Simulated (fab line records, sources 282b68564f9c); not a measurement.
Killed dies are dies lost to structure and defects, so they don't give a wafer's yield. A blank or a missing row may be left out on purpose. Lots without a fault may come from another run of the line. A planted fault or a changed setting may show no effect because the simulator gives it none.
Chamber matching | flow rit_cmos | RIT_CONTACT_ETCH_11 on rie_diel-01: 4 sister chambers
The step etches SiO2 in CHF3/CF4/Ar, stops on TiSi2, target depth 480 nm, time 320 s. 16 wafers are shown with their chamber, then 8 later ones without.

WAFERS WITH THEIR CHAMBER
wafer  | chamber | drypump_motor_current_A (A) | throttle_valve_pct (%) | oes_product_au (a.u.)
L571.2 | 3       | 6.1                         | 8.95                   | 0.989
L571.5 | 2       | 6.0                         | 8.89                   | 0.977
L571.6 | 0       | 5.7                         | 9.06                   | 0.994
L574.2 | 0       | 5.7                         | 9.08                   | 0.991
L574.3 | 1       | 5.6                         | 8.87                   | 0.965
L574.5 | 0       | 5.7                         | 9.08                   | 1.001
L578.3 | 1       | 5.6                         | 8.89                   | 0.973
L578.5 | 0       | 5.7                         | 9.06                   | 0.997
L578.6 | 3       | 6.1                         | 8.95                   | 0.993
L581.3 | 2       | 6.0                         | 8.89                   | 0.966
L581.4 | 3       | 6.1                         | 8.94                   | 0.988
L581.5 | 1       | 5.6                         | 8.88                   | 0.968
L586.1 | 2       | 6.0                         | 8.90                   | 0.976
L586.3 | 0       | 5.7                         | 9.07                   | 0.997
L586.4 | 1       | 5.7                         | 8.88                   | 0.957
L590.1 | 0       | 5.7                         | 9.06                   | 0.987

SIGNATURES (means of the wafers above)
reading                 | chamber 0 | chamber 1 | chamber 2 | chamber 3 | scatter within a chamber
drypump_motor_current_A | 5.700     | 5.625     | 6.000     | 6.100     | 0.025
throttle_valve_pct      | 9.0683    | 8.8800    | 8.8933    | 8.9467    | 0.00825
oes_product_au          | 0.99450   | 0.96575   | 0.97300   | 0.99000   | 0.00537
Rule: a wafer's distance from a chamber is the root of the sum, over the readings, of the square of ((its reading less the chamber's mean) divided by the reading's scatter). The wafer belongs to the nearest chamber; if the next one is less than 2 further off, it can't be placed. The scatter: the root of (the sum of the squares of (reading less its chamber's mean) over the shown wafers, divided by (wafers less chambers)).

WAFERS WITHOUT THEIR CHAMBER
wafer  | drypump_motor_current_A (A) | throttle_valve_pct (%) | oes_product_au (a.u.)
L590.3 | 6.0                         | 8.89                   | 0.975
L590.5 | 5.7                         | 9.06                   | 0.997
L592.3 | 5.7                         | 9.06                   | 0.985
L592.4 | 6.0                         | 8.94                   | 0.991
L592.6 | 5.7                         | 9.07                   | 0.985
L593.1 | 6.0                         | 8.89                   | 0.980
L593.3 | 5.7                         | 8.86                   | 0.963
L593.4 | 6.1                         | 8.93                   | 0.997

WHICH CHAMBER EACH WENT THROUGH
wafer  | from the rows above | in truth
L590.3 | 2                   | 2
L590.5 | 0                   | 0
L592.3 | 0                   | 0
L592.4 | 3                   | 3
L592.6 | 0                   | 0
L593.1 | 2                   | 2
L593.3 | 1                   | 1
L593.4 | 3                   | 3
Placed correctly: 8 of 8. Can't be placed from these rows: 0. Placed wrongly: 0.
